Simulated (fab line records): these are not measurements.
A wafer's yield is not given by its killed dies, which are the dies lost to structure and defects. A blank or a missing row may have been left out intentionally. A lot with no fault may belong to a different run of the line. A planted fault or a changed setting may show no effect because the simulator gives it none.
Which tool did it? | flow berkeley_cmos170 | 21 wafers from 7 lots sampled at 4 of the route's 331 steps

## WHAT EACH GAUGE READ, for each wafer
UCB170_PWELL_THK_MEAS_06.
lot  | measured    | on            | PWELL_NITRIDE_THK (nm)
L852 | day 3 08:36 | film_metro-01 | 222.6 221.4 220.9
L855 | day 3 17:26 | film_metro-01 | 223.2 221.8 225.5
L859 | day 5 02:58 | film_metro-02 | 221.3 223.0 222.7
L864 | day 5 19:55 | film_metro-02 | 219.4 220.0 220.8
L868 | day 7 00:01 | film_metro-01 | 219.1 218.1 219.6
L872 | day 8 01:47 | film_metro-02 | 217.5 217.0 218.4
L874 | day 8 15:10 | film_metro-01 | 218.3 218.4 217.8

## TOOL THAT RAN EACH LOT (tool first, then ch and the chambers of the sampled wafers, then the start)
lot  | UCB170_ZERO_COAT_01              | UCB170_ZERO_STRIP_07                | UCB170_NWELL_ETCH_13
L852 | litho_track-01 ch 0, day 1 23:58 | plasma_asher-03 ch 0,1, day 2 00:49 | rie_diel-04 ch 0,3, day 2 15:59
L855 | litho_track-04 ch 0, day 2 12:17 | plasma_asher-03 ch 0,1, day 2 13:16 | rie_diel-04 ch 0,1,3, day 3 03:29
L859 | litho_track-03 ch 0, day 3 11:52 | plasma_asher-01 ch 0,1, day 3 12:34 | rie_diel-03 ch 1,3, day 4 05:10
L864 | litho_track-04 ch 0, day 4 16:01 | plasma_asher-03 ch 0,1, day 4 17:20 | rie_diel-03 ch 1,2,3, day 5 05:43
L868 | litho_track-04 ch 0, day 5 12:23 | plasma_asher-04 ch 0,1, day 5 13:41 | rie_diel-03 ch 1,2,3, day 6 03:02
L872 | litho_track-01 ch 0, day 6 05:41 | plasma_asher-03 ch 0,1, day 6 06:35 | rie_diel-02 ch 1,2, day 7 00:20
L874 | litho_track-03 ch 0, day 6 20:04 | plasma_asher-04 ch 0, day 6 21:13   | rie_diel-02 ch 0,2,3, day 7 17:52
- UCB170_ZERO_COAT_01: resist thk 900 nm.
- UCB170_ZERO_STRIP_07: strips in O2.
- UCB170_NWELL_ETCH_13: etches Si3N4 in CH3F/Ar/O2, stops on SiO2, target depth 246.4 nm, time 154 s.

## THE ANSWER, worked out from the rows above alone
Rule: the lots themselves supply what counts as usual. The widest of any qualifying gaps counts: lots, ordered by their means at a reading, are off when they make up no more than a third of the lots, leave a main group of 4 or more, and stand apart from it by 3 or more times the standard deviation of that group's means. A main group is skipped when, at the precision printed for the reading in the tables above, its means are all equal. Also off: a lot with no number at a reading for which 4 or more lots have one. The other lots that the step has rows for count as sound.
No lot is off on any of the readings shown, so nothing can be concluded from this.

## WHAT HAD BEEN PUT IN BY THE SIMULATOR
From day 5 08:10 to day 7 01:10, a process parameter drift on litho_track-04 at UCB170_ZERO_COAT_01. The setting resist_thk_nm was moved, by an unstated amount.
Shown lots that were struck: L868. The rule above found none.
